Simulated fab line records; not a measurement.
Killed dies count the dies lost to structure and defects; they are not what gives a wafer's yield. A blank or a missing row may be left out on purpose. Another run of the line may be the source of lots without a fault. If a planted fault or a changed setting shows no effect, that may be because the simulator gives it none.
2 desks looking at one fault / flow rit cmos / each desk holds nothing but its own numbers, with what lay behind them at the end

## FROM THE METROLOGY DESK
Means of the sampled wafers that have a number, per lot and without regard to the tool the lot ran on: this is what the gauges read. Any lot whose mean is over 4 standard deviations away from the usual mean is out of limits and marked OUT; that distance is given in the brackets.
Columns: A = INCOMING_BOW at RIT_ACTIVE_BOW_MEAS_00, usual -1 um; B = M1_AL_RS at RIT_M1_RS_MEAS_01, usual 0.0732 ohm/sq; C = M1_AL_THK at RIT_M1_THK_MEAS_02, usual 398 nm
lot=L386; first seen here=day 1 10:00; A=3; B=0.0725; C=402
lot=L387; first seen here=day 1 15:02; A=3; B=0.0730; C=403
lot=L388; first seen here=day 1 20:01; A=-6; B=0.0749; C=388
lot=L389; first seen here=day 2 01:02; A=-5; B=0.0727; C=400
lot=L390; first seen here=day 2 06:00; A=-3; B=0.0742; C=392
lot=L391; first seen here=day 2 11:02; A=-2; B=0.0733; C=396
lot=L392; first seen here=day 2 16:00; A=-7; B=0.0723; C=403
lot=L394; first seen here=day 3 02:02; A=0; B=0.0745; C=389
lot=L395; first seen here=day 3 07:00; A=3; B=0.0726; C=398
lot=L397; first seen here=day 3 17:01; A=1; B=0.0675 (-6.1) OUT; C=436 (+7.0) OUT
lot=L404; first seen here=day 5 04:00; A=-1; B=0.0740; C=392
lot=L406; first seen here=day 5 14:04; A=1; B=0.0725; C=400
lot=L408; first seen here=day 6 00:02; A=5; B=0.0737; C=396
This desk finds L397 out of limits, with the earliest case on L397 at day 5 15:31 (M1_AL_RS at RIT_M1_RS_MEAS_01). Within limits: L386, L387, L388, L389, L390, L391, L392, L394, L395, L404, L406, L408.

## FOR THE TOOL OWNER'S DESK: pvd sputter-04
The tool's own readings at RIT_M1_SPUTTER_00 (material Al, target thk 400 nm, time 500 s): means of the sampled wafers that have a number, for each lot that ran on this tool. Any lot whose mean is over 4 standard deviations away from the usual mean is out of limits and marked OUT; that distance is given in the brackets.
Columns: A = cathode dc power W at RIT_M1_SPUTTER_00, usual 2000.0 W; B = throttle valve pct at RIT_M1_SPUTTER_00, usual 30.7 %
lot=L387; first seen here=day 3 10:21; A=1999.8; B=31.0
lot=L389; first seen here=day 4 00:31; A=2000.0; B=32.4
lot=L391; first seen here=day 4 13:01; A=2000.3; B=31.5
lot=L395; first seen here=day 5 08:02; A=1999.8; B=31.6
lot=L397; first seen here=day 5 15:12; A=2204.7 (+99 or more) OUT; B=31.2
This desk finds L397 out of limits, L397 being first, at day 5 15:12 (cathode dc power W at RIT_M1_SPUTTER_00). Within limits: L387, L389, L391, L395.

## BROUGHT TOGETHER
An alarm could have come from the tool owner's desk at day 5 15:12, on L397.
An alarm was possible from the metrology desk at day 5 15:31, on L397.
Of the lots named, all ran RIT_M1_SPUTTER_00 on pvd sputter-04.

## WHAT THE SIMULATOR HAD INSERTED
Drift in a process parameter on pvd sputter-04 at RIT_M1_SPUTTER_00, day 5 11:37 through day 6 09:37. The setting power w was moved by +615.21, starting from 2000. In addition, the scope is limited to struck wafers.
Struck lots among those shown: L397.
Time in hours from fault onset to the first out-of-limits reading at each desk: tool owner's desk 4, metrology desk 4.
